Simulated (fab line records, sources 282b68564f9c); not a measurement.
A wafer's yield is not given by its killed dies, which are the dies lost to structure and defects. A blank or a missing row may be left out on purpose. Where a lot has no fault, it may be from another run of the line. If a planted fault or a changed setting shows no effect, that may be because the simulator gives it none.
Which tool was responsible? | flow ritCmos | Sampling: 13 lots, 39 wafers, 3 of 202 route steps

## WHAT EACH GAUGE READ, for each wafer
RIT_ACTIVE_CD_MEAS_11: target cd 1400 nm. Usual: cdNm 1399.8 nm, standard deviation 2.5.
lot  | measured    | on       | cdNm (nm)            | flag
L807 | day 1 14:37 | cdSem-02 | 1399.3 1397.6 1399.1 | 
L808 | day 1 20:05 | cdSem-02 | 1401.0 1400.4 1400.9 | 
L810 | day 2 05:38 | cdSem-02 | 1401.6 1399.9 1397.0 | 
L819 | day 4 02:28 | cdSem-01 | 1392.6 1393.6 1392.8 | 
L820 | day 4 07:28 | cdSem-01 | 1400.8 1396.1 1397.0 | 
L821 | day 4 12:34 | cdSem-01 | 1401.1 1403.2 1400.3 | 
L822 | day 4 17:26 | cdSem-02 | 1404.9 1403.2 1404.0 | 
L823 | day 4 22:26 | cdSem-02 | 1403.4 1401.1 1401.7 | 
L824 | day 5 03:26 | cdSem-01 | 1397.7 1399.7 1399.5 | 
L825 | day 5 08:26 | cdSem-02 | 1397.4 1397.6 1397.8 | 
L826 | day 5 14:16 | cdSem-01 | 1402.7 1401.7 1400.1 | 
L827 | day 5 18:28 | cdSem-01 | 1396.9 1399.8 1399.0 | 
L830 | day 6 09:28 | cdSem-01 | 1395.7 1397.4 1396.5 | 

RIT_GATE_CD_MEAS_16: target cd 150 nm. Usual: cdNm 150.0 nm, standard deviation 1.9.
lot  | measured    | on       | cdNm (nm)         | flag
L807 | day 2 14:09 | cdSem-01 | 150.8 150.0 149.5 | 
L808 | day 2 18:38 | cdSem-02 | 148.2 150.2 151.4 | 
L810 | day 3 08:08 | cdSem-01 | 196.5 194.8 194.7 | OFF
L819 | day 5 02:27 | cdSem-02 | 148.4 147.5 146.6 | 
L820 | day 5 06:14 | cdSem-01 | 149.8 149.7 151.8 | 
L821 | day 5 10:49 | cdSem-02 | 149.3 151.1 148.2 | 
L822 | day 5 15:10 | cdSem-01 | 154.9 151.8 153.4 | 
L823 | day 5 19:53 | cdSem-01 | 150.7 153.0 150.9 | 
L824 | day 6 00:54 | cdSem-01 | 150.0 148.9 148.0 | 
L825 | day 6 06:46 | cdSem-01 | 150.1 154.2 153.0 | 
L826 | day 6 11:46 | cdSem-02 | 147.4 147.4 149.9 | 
L827 | day 6 17:04 | cdSem-02 | 150.0 149.8 148.4 | 
L830 | day 7 09:22 | cdSem-01 | 148.9 149.4 149.2 | 

## WHAT TOOL EACH LOT RAN ON (gives the tool, then ch and the chambers of the sampled wafers, and finally the start)
lot  | RIT_GATE_EXPOSE_13
L807 | ilineStepper-02 ch 0, day 2 13:45
L808 | ilineStepper-02 ch 0, day 2 18:14
L810 | ilineStepper-01 ch 0, day 3 07:34
L819 | ilineStepper-01 ch 0, day 5 02:03
L820 | ilineStepper-01 ch 0, day 5 05:48
L821 | ilineStepper-02 ch 0, day 5 10:25
L822 | ilineStepper-01 ch 0, day 5 14:41
L823 | ilineStepper-02 ch 0, day 5 19:28
L824 | ilineStepper-01 ch 0, day 6 00:30
L825 | ilineStepper-01 ch 0, day 6 06:22
L826 | ilineStepper-01 ch 0, day 6 11:14
L827 | ilineStepper-02 ch 0, day 6 16:40
L830 | ilineStepper-01 ch 0, day 7 08:58
- RIT_GATE_EXPOSE_13: exposes mask M6, target cd 150 nm.

## WHAT THE TOOLS THEMSELVES READ (means of the sampled wafers that have a number; where no wafer has one, the mark that the record gives instead)
RIT_GATE_EXPOSE_13. Usual: reticleTempC 23.00 C, standard deviation 0.11.
lot  | tool            | reticleTempC (C) | flag
L807 | ilineStepper-02 | 23.03            | 
L808 | ilineStepper-02 | 22.88            | 
L810 | ilineStepper-01 | 22.92            | 
L819 | ilineStepper-01 | 22.88            | 
L820 | ilineStepper-01 | 23.04            | 
L821 | ilineStepper-02 | 23.09            | 
L822 | ilineStepper-01 | 23.08            | 
L823 | ilineStepper-02 | 23.04            | 
L824 | ilineStepper-01 | 23.03            | 
L825 | ilineStepper-01 | 23.00            | 
L826 | ilineStepper-01 | 22.98            | 
L827 | ilineStepper-02 | 23.21            | 
L830 | ilineStepper-01 | 22.87            | 

## THE ANSWER, worked out from the rows above alone
Rule: a lot is off if the mean of its wafers that have a number lies more than 3 standard deviations from the usual mean. A lot without any number at a reading at which 4 lots or more have one is off too. All remaining lots with rows at the step are treated as sound. After the gauges, taken in route order, come the tools' own readings; for these a lot's mean is taken, as printed above. The first step at which some lot is off is used, and at that step the reading that is off furthest; a lot without a number counts as furthest.
Off, at RIT_GATE_CD_MEAS_16 on cdNm: L810.
If a tool, at a process step before that reading, ran all the lots that are off and no sound lot after the first of them, it fits. Gauges at RIT_GATE_CD_MEAS_16: tried the same way as those tools. Of those tried, none fits.

## WHAT THE SIMULATOR HAD INSERTED
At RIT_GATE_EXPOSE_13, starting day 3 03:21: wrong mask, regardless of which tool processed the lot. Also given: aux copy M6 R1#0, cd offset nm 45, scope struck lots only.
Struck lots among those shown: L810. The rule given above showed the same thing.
